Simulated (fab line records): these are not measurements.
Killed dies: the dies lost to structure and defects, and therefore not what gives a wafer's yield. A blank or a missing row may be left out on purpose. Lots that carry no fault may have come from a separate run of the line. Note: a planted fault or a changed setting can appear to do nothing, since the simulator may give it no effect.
Matching of chambers ; flow berkeley-cmos170 ; UCB170_V2_CMP_02 on cmp-02: 4 sister chambers
The step polishes SiO2. 14 wafers are shown with their chamber, then 7 later ones without.

## EACH WAFER AND ITS CHAMBER
wafer;chamber;motor-current-A (A);slurry-filter-dp-kPa (kPa);head-pressure-psi (psi)
L800.1;1;17.6;13.64;6.010
L800.2;0;19.1;13.43;6.020
L800.6;3;15.6;13.73;6.015
L802.4;1;16.8;13.59;6.001
L802.5;2;18.6;13.38;5.987
L802.6;1;18.4;13.62;5.987
L807.3;1;17.5;13.36;5.987
L807.4;0;19.8;13.62;5.999
L807.6;2;17.7;13.52;6.006
L816.3;3;16.6;13.64;5.995
L816.5;0;18.0;13.64;6.007
L816.6;3;16.4;13.49;5.988
L817.1;1;18.1;13.45;5.990
L817.2;0;18.5;13.57;5.995

SIGNATURES (means of the wafers above)
reading;chamber 0;chamber 1;chamber 2;chamber 3;scatter within a chamber
motor-current-A;18.850;17.680;18.150;16.200;0.654
slurry-filter-dp-kPa;13.5650;13.5320;13.4500;13.6200;0.112
head-pressure-psi;6.00525;5.99500;5.99650;5.99933;0.0116
Rule: for each reading, subtract the chamber's mean from the wafer's reading, divide by that reading's scatter and square the result; add these up over the readings and take the root, which gives the wafer's distance from the chamber. The wafer belongs to the nearest chamber; if the next one is less than 2 further off, it can't be placed. The scatter: take each reading less its chamber's mean, square it, sum over the shown wafers, divide by the number of wafers less the number of chambers, and take the root.

## WAFERS WITH NO CHAMBER GIVEN
wafer;motor-current-A (A);slurry-filter-dp-kPa (kPa);head-pressure-psi (psi)
L817.5;17.2;13.35;6.007
L823.3;18.3;13.59;5.994
L823.4;15.9;13.72;5.995
L823.6;15.7;13.63;5.991
L822.2;18.6;13.44;6.011
L822.3;16.0;13.63;6.007
L822.4;17.0;13.35;6.005

## THE CHAMBER EACH PASSED THROUGH
wafer;from the rows above;in truth
L817.5;can't be placed: 2 or 1 or 3 or 0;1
L823.3;can't be placed: 1 or 2 or 0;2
L823.4;3;3
L823.6;3;3
L822.2;can't be placed: 0 or 2 or 1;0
L822.3;3;3
L822.4;can't be placed: 2 or 1 or 3 or 0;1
Placed correctly: 3 of 7. From these rows, 4 cannot be placed; in 4 the true chamber is one of the candidates. Placed wrongly: 0.
